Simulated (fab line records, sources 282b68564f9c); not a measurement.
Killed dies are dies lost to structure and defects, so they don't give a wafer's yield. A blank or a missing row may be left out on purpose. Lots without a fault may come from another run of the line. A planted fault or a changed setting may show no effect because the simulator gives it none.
A struck lot beside a sound one | flow rit_cmos | 43 steps out of a route of 202
Sound: wafers L400.3, L400.5, L400.6. Struck: wafers L403.2, L403.4, L403.6. The cause comes at the end.
At each step with rows: each side's tool, then ch and its chambers, then its first start. Under that, the readings that differ: sound wafers | struck wafers | difference of the means | sigmas: that difference in standard deviations of wafers without a fault.
alike: readings whose means differ by less than 2 such deviations, and words and numbers that are the same on both sides. not compared: withheld readings, readings that some wafer has no value for, bounds like >300 that may hide the same value, and numbers for which the record gives no deviation and whose values overlap.
The two part at a step that has a row with sigmas, a row that says differs or no value, or rows on one side only. Numbers that don't overlap but have no deviation are shown without sigmas and don't part them. A reading that every wafer of one side lacks parts them only if that side has two wafers or more.

first, 5 steps without rows for these wafers: RIT_PSD_COAT_01 (resist thk 1000 nm); RIT_PSD_SOFTBAKE_02 (time 60 s); RIT_PSD_EXPOSE_03 (exposes mask M10, target cd 40900 nm); RIT_PSD_PEB_04; RIT_PSD_DEVELOP_05 (develop time 50 s).
RIT_PSD_OVL_MEAS_06:
  sound on overlay-01, day 4 11:14; struck on overlay-01, day 5 02:57
  reading      | sound          | struck       | difference | sigmas
  PSD_OVL (nm) | -1.8 -3.9 -1.8 | -0.4 0.9 1.8 | +3.3       | +3
then, 3 steps without rows for these wafers: RIT_PSD_HARDBAKE_07 (time 60 s); RIT_PSD_IMPLANT_08; RIT_PSD_STRIP_09 (strips in O2, time 180 s).
RIT_PSD_TW_MEAS_10:
  sound on film_metro-03, day 4 11:45; struck on film_metro-04, day 5 03:28
  alike: PSD_TW
then, 2 steps without rows for these wafers: RIT_SDANNEAL_CLEAN_00 (cleans in SC1, time 600 s); RIT_SDANNEAL_CLEAN_01 (cleans in dHF, time 30 s).
RIT_SDANNEAL_CLEAN_02: cleans in SC2, time 600 s.
  sound on wet_bench-03 ch 2, day 4 11:59; struck on wet_bench-02 ch 1, day 5 03:43
RIT_SDANNEAL_RTA_03: time 5 s.
  sound on rtp_anneal-01 ch 0, day 4 12:11; struck on rtp_anneal-02 ch 0, day 5 03:53
  alike: wafer_temp_C_max
RIT_SDANNEAL_RS_MEAS_04: measures by four-point-probe.
  sound on film_metro-01, day 4 12:16; struck on film_metro-01, day 5 03:58
  alike: PSD_RS
RIT_SDANNEAL_RS_MEAS_05: measures by four-point-probe.
  sound on film_metro-01, day 4 12:23; struck on film_metro-01, day 5 04:05
  alike: NSD_RS
RIT_SDANNEAL_RS_MEAS_06: measures by four-point-probe.
  sound on film_metro-01, day 4 12:30; struck on film_metro-01, day 5 04:12
  alike: PLDD_RS
RIT_SDANNEAL_RS_MEAS_07: measures by four-point-probe.
  sound on film_metro-01, day 4 12:37; struck on film_metro-01, day 5 04:19
  alike: NLDD_RS
then, 2 steps without rows for these wafers: RIT_SILICIDE_WET_ETCH_00 (etches SiO2 in BOE, target depth 14 nm, time 15 s); RIT_SILICIDE_SPUTTER_01 (material Ti, target thk 30 nm, time 240 s).
RIT_SILICIDE_RS_MEAS_02: measures by four-point-probe.
  sound on film_metro-04, day 4 12:54; struck on film_metro-04, day 5 04:36
  alike: SILICIDE_TI_RS
RIT_SILICIDE_THK_MEAS_03: measures by xrf.
  sound on film_metro-04, day 4 13:00; struck on film_metro-04, day 5 04:43
  alike: SILICIDE_TI_THK
RIT_SILICIDE_RTA_04: time 10 s, ramp up 5 s, ramp down 5 s.
  sound on rtp_anneal-02 ch 0, day 4 13:04; struck on rtp_anneal-01 ch 0, day 5 04:46
  alike: wafer_temp_C_max
then, 3 steps without rows for these wafers: RIT_SILICIDE_WET_ETCH_05 (etches Ti in SPM, time 120 s); RIT_SILICIDE_RTA_06 (time 10 s, ramp up 5 s, ramp down 10 s); RIT_CONTACT_CVD_00 (deposits SiO2 from TEOS, target thk 400 nm, time 61 s).
RIT_CONTACT_THK_MEAS_01:
  sound on film_metro-02, day 4 13:17; struck on film_metro-03, day 5 05:00
  alike: CONTACT_TEOS_THK
then, 6 steps without rows for these wafers: RIT_CONTACT_HMDS_02 (prime time 60 s); RIT_CONTACT_COAT_03 (resist thk 1000 nm); RIT_CONTACT_SOFTBAKE_04 (time 60 s); RIT_CONTACT_EXPOSE_05 (exposes mask M11, target cd 1000 nm); RIT_CONTACT_PEB_06; RIT_CONTACT_DEVELOP_07 (develop time 120 s).
RIT_CONTACT_CD_MEAS_08: target cd 1000 nm.
  sound on cd_sem-02, day 4 14:28; struck on cd_sem-01, day 5 06:09
  alike: cd_nm
RIT_CONTACT_OVL_MEAS_09:
  sound on overlay-01, day 4 14:33; struck on overlay-02, day 5 06:16
  alike: CONTACT_OVL
then, 1 step without rows for these wafers: RIT_CONTACT_HARDBAKE_10 (time 60 s).
RIT_CONTACT_ETCH_11: etches SiO2 in CHF3/CF4/Ar, stops on TiSi2, target depth 480 nm, time 320 s.
  sound on rie_diel-03 ch 0,2,3, day 4 14:43; struck on rie_diel-03 ch 0,1,3, day 5 06:28
  alike: drypump_motor_current_A, oes_product_au, throttle_valve_pct
  not compared: rf_hours_counter_h
RIT_CONTACT_STRIP_12: strips in O2, time 180 s.
  sound on plasma_asher-04 ch 0,1, day 4 14:59; struck on plasma_asher-02 ch 0,1, day 5 06:40
  alike: drypump_motor_current_A, rf_refl_power_W
  not compared: rf_hours_counter_h
RIT_CONTACT_CD_MEAS_90: target cd 1000 nm.
  sound on cd_sem-01, day 4 15:08; struck on cd_sem-01, day 5 06:51
  alike: cd_nm
then, 2 steps without rows for these wafers: RIT_CONTACT_CLEAN_13 (cleans in SC1, time 600 s); RIT_CONTACT_CLEAN_14 (cleans in SC2, time 600 s).
RIT_M1_SPUTTER_00: material Al, target thk 400 nm, time 500 s.
  sound on pvd_sputter-04, day 4 15:34; struck on pvd_sputter-01, day 5 07:18
  alike: chamber_pressure_pa, throttle_valve_pct
RIT_M1_PROBE_99:
  sound on prober-02, day 4 19:44; struck on prober-02, day 5 12:43
  reading                                      | sound              | struck               | difference | sigmas
  killed_at_front_end                          | 2 8 0              | 8 5 15               | +6         | +2
  killed_dies                                  | 2 8 0              | 8 5 15               | +6         | +2
  model.etest.diode_nwell_sub.leak_log10_a_cm2 | -7.6 -7.325 -7.702 | -6.842 -6.813 -6.653 | +0.773     |
  alike: killed_at_contacts, killed_open, killed_short

WHERE THEY PART
First at RIT_PSD_OVL_MEAS_06; last, within this record, at RIT_M1_PROBE_99.

WHY: what the simulator had put in
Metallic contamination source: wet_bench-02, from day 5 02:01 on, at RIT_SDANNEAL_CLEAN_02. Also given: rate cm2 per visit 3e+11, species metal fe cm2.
